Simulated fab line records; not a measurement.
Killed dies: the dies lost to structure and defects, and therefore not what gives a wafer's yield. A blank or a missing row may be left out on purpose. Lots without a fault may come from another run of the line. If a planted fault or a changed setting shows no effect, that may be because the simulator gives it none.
A lot that was struck, set against a sound lot    flow berkeley_cmos170    14 out of 331 route steps
Sound: these wafers, L138.3, L138.4, L138.5. The struck wafers were L141.3, L141.4, L141.5. At the end, the cause is stated.
For every step that has rows: the tool of each side, followed by ch and its chambers, followed by its first start. Under that, the readings that differ: sound wafers    struck wafers    difference of the means    sigmas: that difference in standard deviations of wafers without a fault.
alike: readings with means less than 2 such deviations apart, plus words and numbers identical on both sides. not compared: withheld readings, readings lacking a value on some wafer, bounds such as >300 that could conceal the same value, and numbers that have no deviation in the record and whose values overlap.
A row with sigmas, a row that says differs or no value, or rows on one side alone: a step with any of these is where the two part. Non-overlapping numbers with no deviation appear without sigmas and do not part them. A reading that every wafer of one side lacks parts them only if that side has two wafers or more.

UCB170_M2_STRIP_19: strips in O2.
  sound on plasma_asher-02 ch 0,1, day 7 22:46; struck on plasma_asher-03 ch 0,1, day 8 17:18
  alike: drypump_motor_current_A, oes_product_au
  not compared: rf_hours_counter_h
UCB170_M2_CD_MEAS_90: the cd target is 700 nm.
  sound on cd_sem-02 at day 7 23:04; struck on cd_sem-01 at day 8 17:25
  alike: cd_nm
UCB170_V2_CVD_00: deposits SiO2 from TEOS/O2, target thk 2000 nm, time 250 s.
  sound on pecvd-01 ch 0,1, day 7 23:09; struck on pecvd-04 ch 0,2, day 8 17:29
  alike: heater_power_w
UCB170_V2_THK_MEAS_01:
  sound on film_metro-01 at day 7 23:19; struck on film_metro-04 at day 8 17:40
  alike: V2_TEOS_THK
UCB170_V2_CMP_02: polishes SiO2.
  sound on cmp-01 ch 1,2,3, day 7 23:28; struck on cmp-01 ch 1,2,3, day 8 17:49
  alike: edge_zone_pressure_frac, motor_current_A, platen_rpm
UCB170_V2_BOW_MEAS_03:
  sound on film_metro-04 at day 7 23:42; struck on film_metro-04 at day 8 18:03
  alike: V2_BOW
UCB170_V2_THK_MEAS_04:
  sound on film_metro-04 at day 7 23:48; struck on film_metro-04 at day 8 18:09
  alike: V2_POLISHED_THK
then, 5 steps without rows for these wafers: UCB170_V2_CLEAN_05 (cleans in DIW); UCB170_V2_HMDS_06 (prime time 60 s); UCB170_V2_COAT_07 (resist thk 900 nm); UCB170_V2_SOFTBAKE_08 (time 60 s); UCB170_V2_EXPOSE_09 (exposes mask VIA2, target cd 700 nm).
UCB170_V2_PEB_10:
  struck on litho_track-02, day 8 22:34; sound on litho_track-01 ch 0, day 8 01:21
  no value came back on the struck wafers for chill_plate_temp_C (C), exhaust_pa (Pa); on the sound wafers chill_plate_temp_C (C) reads 22.88 22.81 22.81
then, 1 step without rows for these wafers: UCB170_V2_DEVELOP_11 (develop time 45 s).

## WHERE THEY PART
Within this record, at UCB170_V2_PEB_10 only.

WHY: the cause the simulator had injected
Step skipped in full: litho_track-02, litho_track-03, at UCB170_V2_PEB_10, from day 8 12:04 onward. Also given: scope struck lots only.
